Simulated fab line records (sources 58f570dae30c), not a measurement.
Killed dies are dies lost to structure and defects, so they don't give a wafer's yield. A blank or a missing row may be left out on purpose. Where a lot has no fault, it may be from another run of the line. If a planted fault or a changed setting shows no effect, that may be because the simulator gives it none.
Which tool was responsible? | flow berkeley_cmos170 | 45 wafers from 15 lots sampled at 4 of the route's 331 steps

== WHAT THE GAUGES READ, wafer by wafer ==
UCB170_FIELD_THK_MEAS_90.
lot  | measured    | on            | FIELD_OXIDE_LEFT_1_THK (nm)
L441 | day 5 07:00 | film_metro-02 | 438 446 455
L443 | day 5 14:08 | film_metro-02 | 430 443 438
L442 | day 5 14:08 | film_metro-01 | 445 441 437
L444 | day 5 14:08 | film_metro-03 | 437 446 437
L446 | day 6 03:50 | film_metro-02 | 432 431 438
L445 | day 6 03:52 | film_metro-01 | 433 437 441
L447 | day 6 09:34 | film_metro-03 | 430 434 441
L449 | day 6 20:10 | film_metro-01 | 428 426 425
L448 | day 6 20:10 | film_metro-02 | 428 424 428
L450 | day 6 20:10 | film_metro-03 | 429 415 419
L451 | day 7 22:40 | film_metro-03 | 444 446 447
L453 | day 7 22:37 | film_metro-01 | 449 442 453
L454 | day 7 22:33 | film_metro-01 | 443 450 454
L460 | day 8 13:05 | film_metro-03 | 437 436 443
L462 | day 9 07:25 | film_metro-02 | 453 456 446

UCB170_SCREENOX_THK_MEAS_02.
lot  | measured    | on            | SCREENOX_OXIDE_THK (nm)
L441 | day 5 17:44 | film_metro-04 | 14.0 14.1 14.2
L443 | day 5 22:08 | film_metro-03 | 14.2 14.4 14.3
L442 | day 5 22:11 | film_metro-03 | 14.3 14.3 14.2
L444 | day 5 22:07 | film_metro-04 | 13.8 14.3 14.1
L446 | day 6 13:22 | film_metro-03 | 14.2 14.5 14.3
L445 | day 6 13:23 | film_metro-02 | 14.5 14.8 14.9
L447 | day 6 19:02 | film_metro-02 | 15.3 15.2 15.2
L449 | day 7 05:13 | film_metro-03 | 14.8 14.5 14.6
L448 | day 7 05:15 | film_metro-04 | 14.9 14.8 15.0
L450 | day 7 05:14 | film_metro-02 | 14.3 14.6 14.4
L451 | day 8 07:11 | film_metro-02 | 14.8 14.8 14.8
L453 | day 8 07:10 | film_metro-03 | 14.5 14.6 14.3
L454 | day 8 07:14 | film_metro-03 | 14.9 15.0 14.8
L460 | day 8 18:43 | film_metro-02 | 14.5 14.4 14.5
L462 | day 9 18:55 | film_metro-03 | 14.3 14.4 14.6

== EACH LOT AND THE TOOL THAT RAN IT (in order: tool; ch and the chambers of the sampled wafers; start) ==
lot  | UCB170_PFIELD_COAT_01            | UCB170_PFIELD_STRIP_08
L441 | litho_track-02 ch 0, day 4 14:24 | plasma_asher-04 ch 1, day 4 15:40
L443 | litho_track-03 ch 0, day 4 22:34 | plasma_asher-03 ch 0,1, day 5 00:00
L442 | litho_track-02 ch 0, day 4 22:47 | plasma_asher-04 ch 0,1, day 5 00:19
L444 | litho_track-03 ch 0, day 4 23:01 | plasma_asher-03 ch 0,1, day 5 00:35
L446 | litho_track-03 ch 0, day 5 12:37 | plasma_asher-04 ch 0,1, day 5 13:38
L445 | litho_track-02 ch 0, day 5 13:06 | plasma_asher-04 ch 0,1, day 5 14:18
L447 | litho_track-03 ch 0, day 5 19:49 | plasma_asher-04 ch 0,1, day 5 20:43
L449 | litho_track-03 ch 0, day 6 04:01 | plasma_asher-01 ch 0,1, day 6 05:08
L448 | litho_track-03 ch 0, day 6 04:28 | plasma_asher-01 ch 0,1, day 6 05:30
L450 | litho_track-02 ch 0, day 6 04:41 | plasma_asher-04 ch 0,1, day 6 05:46
L451 | litho_track-03 ch 0, day 6 19:51 | plasma_asher-04 ch 0,1, day 6 21:05
L453 | litho_track-03 ch 0, day 6 20:47 | plasma_asher-04 ch 0,1, day 6 21:51
L454 | litho_track-02 ch 0, day 7 00:45 | plasma_asher-04 ch 0,1, day 7 01:43
L460 | litho_track-02 ch 0, day 8 01:56 | plasma_asher-03 ch 0,1, day 8 03:07
L462 | litho_track-02 ch 0, day 8 17:47 | plasma_asher-04 ch 0,1, day 8 18:52
- UCB170_PFIELD_COAT_01: resist thk 900 nm.
- UCB170_PFIELD_STRIP_08: strips in O2.

== AS READ BY THE TOOLS THEMSELVES (means over the sampled wafers that have a number; for cases with no such wafer, the mark the record gives instead) ==
UCB170_PFIELD_STRIP_08.
lot  | tool            | drypump_motor_current_A (A) | oes_product_au (a.u.) | strip_time_to_endpoint_s (s)
L441 | plasma_asher-04 | 5.2                         | 0.735                 | 21.67
L443 | plasma_asher-03 | 6.1                         | 0.737                 | 21.64
L442 | plasma_asher-04 | 5.5                         | 0.736                 | 21.64
L444 | plasma_asher-03 | 6.2                         | 0.729                 | 21.60
L446 | plasma_asher-04 | 5.5                         | 0.737                 | 21.68
L445 | plasma_asher-04 | 5.5                         | 0.731                 | 21.61
L447 | plasma_asher-04 | 5.5                         | 0.733                 | 21.65
L449 | plasma_asher-01 | 5.8                         | 0.735                 | 21.64
L448 | plasma_asher-01 | 5.7                         | 0.736                 | 24.52
L450 | plasma_asher-04 | 5.5                         | 0.731                 | 21.55
L451 | plasma_asher-04 | 5.9                         | 0.734                 | 24.54
L453 | plasma_asher-04 | 5.9                         | 0.733                 | 24.59
L454 | plasma_asher-04 | 5.9                         | 0.733                 | 21.63
L460 | plasma_asher-03 | 6.2                         | 0.737                 | 21.53
L462 | plasma_asher-04 | 5.9                         | 0.735                 | 21.59

== THE ANSWER, worked out from the rows above alone ==
Rule: usual is defined by the lots themselves. Put in order of their means at a reading, lots are off if they are a third of the lots or fewer, leave a main group of 4 or more, and stand apart from it by a gap of 3 or more times the standard deviation of the main group's means; of several such gaps the widest counts. A main group is skipped when, at the precision printed for the reading in the tables above, its means are all equal. A lot without any number at a reading at which 4 lots or more have one is off too. Any other lot the step has rows for is counted as sound. The gauges are gone through in route order, then the tools' own readings, and for those a lot's mean is taken as printed above. The first step at which some lot is off is used, and at that step the reading that is off furthest; a lot without a number counts as furthest.
Off at UCB170_PFIELD_STRIP_08 (strip_time_to_endpoint_s): L448, L451, L453. Mean 21.62 s and standard deviation 0.043 in the main group.
A tool fits if, at that step or a process step before it, it ran every lot that is off, and no sound lot after the first of them. One fits: litho_track-03 at UCB170_PFIELD_COAT_01. A fault onset in the window from L449 (day 6 04:01, its last sound lot) to L448 (day 6 04:28, its first lot off) fits.

== WHAT THE SIMULATOR HAD PUT IN ==
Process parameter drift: litho_track-03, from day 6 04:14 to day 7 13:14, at UCB170_PFIELD_COAT_01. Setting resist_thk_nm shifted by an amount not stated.
Struck lots among those shown: L448, L453, L451. The rule given above showed the same thing.
